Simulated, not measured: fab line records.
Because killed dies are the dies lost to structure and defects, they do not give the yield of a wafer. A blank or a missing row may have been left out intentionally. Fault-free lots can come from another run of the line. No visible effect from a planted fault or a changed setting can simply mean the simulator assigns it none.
Struck lot and sound lot, side by side ; flow rit cmos ; 23 out of 202 route steps
Sound: these wafers, L122.2, L122.4, L122.5. Wafers struck: L135.2, L135.3, L135.5. The cause is given at the end.
For every step that has rows: the tool of each side, followed by ch and its chambers, followed by its first start. Under that, the readings that differ: sound wafers ; struck wafers ; difference of the means ; sigmas: that difference in standard deviations of wafers without a fault.
alike: readings with means less than 2 such deviations apart, plus words and numbers identical on both sides. not compared: withheld readings, readings lacking a value on some wafer, bounds such as >300 that could conceal the same value, and numbers that have no deviation in the record and whose values overlap.
A row with sigmas, a row that says differs or no value, or rows on one side alone: a step with any of these is where the two part. Numbers that don't overlap but have no deviation are shown without sigmas and don't part them. A reading missing from all wafers of one side parts the sides only when that side holds two or more wafers.

first, 5 steps without rows for these wafers: RIT_GATE_WET_ETCH_00 (etches SiO2 in BOE, target depth 56 nm, time 60 s); RIT_GATE_CLEAN_01 (cleans in SC1, time 600 s); RIT_GATE_CLEAN_02 (cleans in dHF, time 30 s); RIT_GATE_CLEAN_03 (cleans in SC2, time 600 s); RIT_GATE_CLEAN_04 (cleans in dHF, time 60 s).
RIT_FOX2_THK_MEAS_91:
  sound on film metro-01, day 2 20:05; struck on film metro-04, day 5 16:01
  alike: FIELD_OXIDE_LEFT_2_THK
then, 2 steps without rows for these wafers: RIT_GATE_OXIDATION_05 (target thk 3 nm, ox time 270 s); RIT_GATE_ANNEAL_06 (time 600 s).
RIT_GATE_THK_MEAS_07:
  sound on film metro-04, day 2 23:41; struck on film metro-03, day 6 01:59
  alike: GATE_OXIDE_THK
then, 1 step without rows for these wafers: RIT_GATE_CVD_08 (deposits poly-Si from SiH4, target thk 250 nm, time 2220 s).
RIT_GATE_THK_MEAS_09:
  sound on film metro-04, day 3 01:22; struck on film metro-01, day 6 03:40
  alike: GATE_POLY_THK
then, 1 step without rows for these wafers: RIT_GATE_HMDS_10 (prime time 60 s).
RIT_GATE_COAT_11: resist thk 850 nm.
  sound on litho track-01 ch 0, day 3 01:35; struck on litho track-04 ch 0, day 6 03:53
reading;sound;struck;difference;sigmas
spin speed rpm (rpm);4245 4253 4248;4469 4471 4460;+218;+66
model.NOVOLAK_of_GATE_COAT_11.thk nm (nm);849.8 846.3 848.5;830.7 830.1 831.7;-17.4;
  alike: chill plate temp C
then, 4 steps without rows for these wafers: RIT_GATE_SOFTBAKE_12 (time 60 s); RIT_GATE_EXPOSE_13 (exposes mask M6, target cd 150 nm); RIT_GATE_PEB_14; RIT_GATE_DEVELOP_15 (develop time 50 s).
RIT_GATE_CD_MEAS_16: the cd target is 150 nm.
  sound on cd sem-01, day 3 02:17; struck on cd sem-01, day 6 04:42
  alike: cd nm
RIT_GATE_OVL_MEAS_17:
  sound on overlay-02, day 3 02:23; struck on overlay-02, day 6 04:49
  alike: GATE_OVL
then, 1 step without rows for these wafers: RIT_GATE_HARDBAKE_18 (time 60 s).
RIT_GATE_ETCH_19: etches poly-Si in SF6/CHF3/O2, stops on SiO2, time 165 s, target depth 312.5 nm.
  sound on rie si-01 ch 0,3, day 3 02:34; struck on rie si-02 ch 0,1,3, day 6 04:59
reading;sound;struck;difference;sigmas
model.NOVOLAK_of_GATE_COAT_11.thk nm (nm);667.7 666 666.4;654.7 650.9 654.5;-13.3;
model.GATE.cd nm (nm);149.2 147 148;144.7 144.9 146.5;-2.7;
  alike: drypump motor current A, oes product au, throttle valve pct
  not compared: rf hours counter h
RIT_GATE_STRIP_20: strips in O2, time 180 s.
  sound on plasma asher-03 ch 1, day 3 02:41; struck on plasma asher-03 ch 0,1, day 6 05:06
  alike: drypump motor current A
  not compared: rf hours counter h
RIT_M1_PROBE_99:
  sound on prober-01, day 3 23:34; struck on prober-01, day 7 09:59
reading;sound;struck;difference;sigmas
killed_at_M0_to_M3;0 1 0;0 0 0;+0;-2
killed open;4 5 1;5 13 7;+5;+2
model.etest.npoly line.line ohm um;167.9 174.4 170.9;180.5 177 175.3;+6.5;
model.etest.ppoly line.line ohm um;162.7 167.2 165.7;172.6 172.3 167.3;+5.5;
model.etest.npoly line.width nm (nm);101.2 98.33 99.96;97.06 96.19 98.14;-2.70;
model.etest.ppoly line.width nm (nm);102.4 99.03 100.9;97.51 97.06 98.71;-3.02;
model.etest.ring.delay ps;26.9 26.73 26.73;25.09 25.41 25.68;-1.39;
model.etest.nmos_0p15.vt sat v (V);0.2826 0.2725 0.2708;0.2361 0.2365 0.256;-0.0324;
  alike: killed at contacts, killed at front end, killed dies, killed short

== WHERE THEY PART ==
At RIT_GATE_COAT_11 first; at RIT_M1_PROBE_99 last (within this record only).

WHY: what the simulator had put in
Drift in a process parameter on litho track-04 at RIT_GATE_COAT_11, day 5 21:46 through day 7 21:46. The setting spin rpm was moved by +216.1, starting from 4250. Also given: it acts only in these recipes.
